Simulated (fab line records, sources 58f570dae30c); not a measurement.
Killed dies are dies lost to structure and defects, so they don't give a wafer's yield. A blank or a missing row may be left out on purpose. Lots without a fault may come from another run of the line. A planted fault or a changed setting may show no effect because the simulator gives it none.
Which tool did it? | flow berkeley_cmos170 | 15 lots, 45 wafers sampled, at 6 steps of a route of 331

WHAT THE GAUGES READ, wafer by wafer
UCB170_SPACER_THK_MEAS_01.
lot  | measured     | on            | SPACER_TEOS_THK (nm)
L418 | day 7 06:41  | film_metro-03 | 376 381 386
L420 | day 7 22:36  | film_metro-04 | 374 376 378
L421 | day 7 22:54  | film_metro-04 | 371 376 379
L424 | day 8 11:22  | film_metro-01 | 377 381 386
L422 | day 8 11:40  | film_metro-03 | 365 371 375
L425 | day 9 10:14  | film_metro-03 | 373 372 372
L429 | day 9 16:19  | film_metro-04 | 377 380 380
L428 | day 9 17:03  | film_metro-04 | 380 388 382
L435 | day 11 02:08 | film_metro-04 | 373 382 378
L436 | day 11 02:33 | film_metro-04 | 378 374 379
L438 | day 11 17:31 | film_metro-04 | 371 373 377
L437 | day 11 17:48 | film_metro-01 | 380 379 384
L439 | day 12 02:10 | film_metro-04 | 375 386 378
L440 | day 12 02:17 | film_metro-04 | 381 373 385
L441 | day 12 12:43 | film_metro-04 | 379 376 385

UCB170_SILICIDE_RS_MEAS_02: measures by four-point-probe.
lot  | measured     | on            | SILICIDE_TI_RS (ohm/sq)
L418 | day 7 22:05  | film_metro-02 | 26.3 26.7 26.5
L420 | day 8 11:10  | film_metro-04 | 26.3 26.1 26.3
L421 | day 8 11:40  | film_metro-01 | 25.9 26.1 25.9
L424 | day 8 21:28  | film_metro-04 | 26.0 25.9 26.2
L422 | day 8 21:04  | film_metro-04 | 26.2 25.4 25.8
L425 | day 9 20:45  | film_metro-02 | - - -
L429 | day 10 04:57 | film_metro-04 | - - -
L428 | day 10 05:10 | film_metro-01 | - - -
L435 | day 11 15:39 | film_metro-04 | 26.5 26.1 26.3
L436 | day 11 16:40 | film_metro-02 | 25.5 25.3 25.5
L438 | day 12 05:46 | film_metro-04 | 26.4 26.4 26.3
L437 | day 12 05:55 | film_metro-02 | 25.6 25.6 25.7
L439 | day 12 16:22 | film_metro-01 | 25.8 25.4 25.6
L440 | day 12 16:05 | film_metro-04 | 25.8 26.0 26.2
L441 | day 13 00:45 | film_metro-04 | 26.1 25.8 26.0

UCB170_SILICIDE_THK_MEAS_03: measures by xrf.
lot  | measured     | on            | SILICIDE_TI_THK (nm)
L418 | day 7 22:11  | film_metro-02 | 29.7 29.2 29.4
L420 | day 8 11:17  | film_metro-04 | 29.9 30.0 29.8
L421 | day 8 11:46  | film_metro-01 | 30.2 29.8 30.0
L424 | day 8 21:35  | film_metro-04 | 30.1 30.2 29.9
L422 | day 8 21:11  | film_metro-04 | 29.9 30.8 30.4
L425 | day 9 20:52  | film_metro-02 | <0.0 <0.0 <0.0
L429 | day 10 05:04 | film_metro-04 | <0.0 <0.0 <0.0
L428 | day 10 05:15 | film_metro-01 | <0.0 <0.0 <0.0
L435 | day 11 15:45 | film_metro-04 | 29.8 29.9 29.8
L436 | day 11 16:47 | film_metro-02 | 30.3 30.7 30.4
L438 | day 12 05:52 | film_metro-04 | 30.0 29.8 29.9
L437 | day 12 06:02 | film_metro-02 | 30.1 30.2 30.0
L439 | day 12 16:28 | film_metro-01 | 30.2 30.5 30.3
L440 | day 12 16:12 | film_metro-04 | 30.4 30.3 30.1
L441 | day 13 00:50 | film_metro-04 | 30.2 30.6 30.3

UCB170_CONTACT_THK_MEAS_02.
lot  | measured     | on            | CONTACT_PSG_THK (nm)
L418 | day 8 01:10  | film_metro-02 | 699 696 699
L420 | day 8 13:35  | film_metro-02 | 710 712 702
L421 | day 8 15:07  | film_metro-03 | 712 711 704
L424 | day 9 00:30  | film_metro-03 | 693 694 693
L422 | day 9 00:26  | film_metro-02 | 699 688 692
L435 | day 11 18:14 | film_metro-04 | 695 686 693
L436 | day 11 20:00 | film_metro-02 | 690 690 688
L438 | day 12 09:20 | film_metro-03 | 709 712 707
L437 | day 12 09:19 | film_metro-02 | 701 704 703
L439 | day 12 19:41 | film_metro-02 | 698 691 699
L440 | day 12 19:40 | film_metro-03 | 692 694 697
L441 | day 13 02:57 | film_metro-02 | 702 703 703

WHICH TOOL RAN EACH LOT (tool, then ch and the chambers of the sampled wafers, then the start)
lot  | UCB170_PSD_STRIP_09                  | UCB170_SILICIDE_SPUTTER_01
L418 | plasma_asher-04 ch 0,1, day 7 15:25  | pvd_sputter-01, day 7 22:01
L420 | plasma_asher-03 ch 1, day 8 06:17    | pvd_sputter-01, day 8 11:08
L421 | plasma_asher-01 ch 0,1, day 8 06:34  | pvd_sputter-02, day 8 11:35
L424 | plasma_asher-03 ch 0,1, day 8 17:44  | pvd_sputter-02, day 8 21:26
L422 | plasma_asher-01 ch 0,1, day 8 17:33  | pvd_sputter-03, day 8 21:02
L425 | plasma_asher-01 ch 0,1, day 9 17:23  | pvd_sputter-01, day 9 20:42
L429 | plasma_asher-03 ch 1, day 10 00:53   | pvd_sputter-01, day 10 04:54
L428 | plasma_asher-01 ch 0,1, day 10 01:12 | pvd_sputter-02, day 10 05:05
L435 | plasma_asher-01 ch 0,1, day 11 10:03 | pvd_sputter-02, day 11 15:35
L436 | plasma_asher-01 ch 0,1, day 11 10:23 | pvd_sputter-01, day 11 16:38
L438 | plasma_asher-04 ch 0,1, day 12 01:53 | pvd_sputter-03, day 12 05:43
L437 | plasma_asher-03 ch 1, day 12 02:09   | pvd_sputter-01, day 12 05:53
L439 | plasma_asher-04 ch 0,1, day 12 09:46 | pvd_sputter-02, day 12 16:17
L440 | plasma_asher-03 ch 0,1, day 12 09:42 | pvd_sputter-01, day 12 16:03
L441 | plasma_asher-01 ch 0,1, day 12 20:02 | pvd_sputter-01, day 13 00:40
- UCB170_PSD_STRIP_09: strips in O2.
- UCB170_SILICIDE_SPUTTER_01: material Ti, target thk 30 nm, time 25 s.

WHAT THE TOOLS THEMSELVES READ (means of the sampled wafers that have a number; where no wafer has one, the mark that the record gives instead)
UCB170_PSD_STRIP_09.
lot  | tool            | drypump_motor_current_A (A) | oes_product_au (a.u.) | strip_time_to_endpoint_s (s)
L418 | plasma_asher-04 | 5.63                        | 0.602                 | 29.45
L420 | plasma_asher-03 | 5.82                        | 0.599                 | 29.38
L421 | plasma_asher-01 | 5.89                        | 0.599                 | 29.52
L424 | plasma_asher-03 | 5.74                        | 0.599                 | 29.39
L422 | plasma_asher-01 | 5.88                        | 0.604                 | 29.42
L425 | plasma_asher-01 | 5.91                        | 0.602                 | 29.41
L429 | plasma_asher-03 | 5.81                        | 0.602                 | 29.40
L428 | plasma_asher-01 | 5.89                        | 0.601                 | 29.49
L435 | plasma_asher-01 | 5.92                        | 0.600                 | 29.39
L436 | plasma_asher-01 | 5.90                        | 0.604                 | 29.44
L438 | plasma_asher-04 | 5.63                        | 0.600                 | 29.40
L437 | plasma_asher-03 | 5.81                        | 0.606                 | 29.45
L439 | plasma_asher-04 | 5.43                        | 0.600                 | 29.43
L440 | plasma_asher-03 | 5.77                        | 0.602                 | 29.32
L441 | plasma_asher-01 | 5.88                        | 0.600                 | 29.37

UCB170_SILICIDE_SPUTTER_01.
lot  | tool           | cathode_dc_power_W (W) | chamber_pressure_pa (Pa) | throttle_valve_pct (%)
L418 | pvd_sputter-01 | 1499.9                 | 0.4994                   | 29.4
L420 | pvd_sputter-01 | 1500.0                 | 0.5001                   | 30.0
L421 | pvd_sputter-02 | 1500.0                 | 0.4993                   | 31.2
L424 | pvd_sputter-02 | 1500.1                 | 0.4991                   | 30.5
L422 | pvd_sputter-03 | 1500.1                 | 0.4990                   | 28.1
L425 | pvd_sputter-01 | -                      | -                        | -
L429 | pvd_sputter-01 | -                      | -                        | -
L428 | pvd_sputter-02 | -                      | -                        | -
L435 | pvd_sputter-02 | 1500.3                 | 0.4994                   | 30.3
L436 | pvd_sputter-01 | 1499.7                 | 0.4996                   | 29.0
L438 | pvd_sputter-03 | 1499.8                 | 0.4993                   | 30.4
L437 | pvd_sputter-01 | 1500.0                 | 0.5004                   | 30.0
L439 | pvd_sputter-02 | 1499.7                 | 0.5010                   | 31.0
L440 | pvd_sputter-01 | 1500.1                 | 0.4999                   | 29.9
L441 | pvd_sputter-01 | 1499.9                 | 0.4993                   | 30.0

THE ANSWER, worked out from the rows above alone
Rule: what is usual is taken from the lots themselves. Put in order of their means at a reading, lots are off if they are a third of the lots or fewer, leave a main group of 4 or more, and stand apart from it by a gap of 3 or more times the standard deviation of the main group's means; of several such gaps the widest counts. A main group whose means are all the same, to the digits that the tables above print for the reading, isn't used. A lot without any number at a reading at which 4 lots or more have one is off too. The other lots that the step has rows for count as sound. The gauges are gone through in route order, then the tools' own readings, and for those a lot's mean is taken as printed above. The first step at which some lot is off is used, and at that step the reading that is off furthest; a lot without a number counts as furthest.
Off: L425, L429, L428, at UCB170_SILICIDE_RS_MEAS_02 (SILICIDE_TI_RS). Without a number there: L425, L429, L428. The main group: mean 26.0 ohm/sq, standard deviation 0.31.
A tool fits if, at a process step before that reading, it ran every lot that is off, and no sound lot after the first of them. The gauges at UCB170_SILICIDE_RS_MEAS_02 aren't tried: what is off there is off at UCB170_SILICIDE_SPUTTER_01 too, on other tools, and a gauge's error can't cause that. None of those tried fits.

WHAT THE SIMULATOR HAD PUT IN
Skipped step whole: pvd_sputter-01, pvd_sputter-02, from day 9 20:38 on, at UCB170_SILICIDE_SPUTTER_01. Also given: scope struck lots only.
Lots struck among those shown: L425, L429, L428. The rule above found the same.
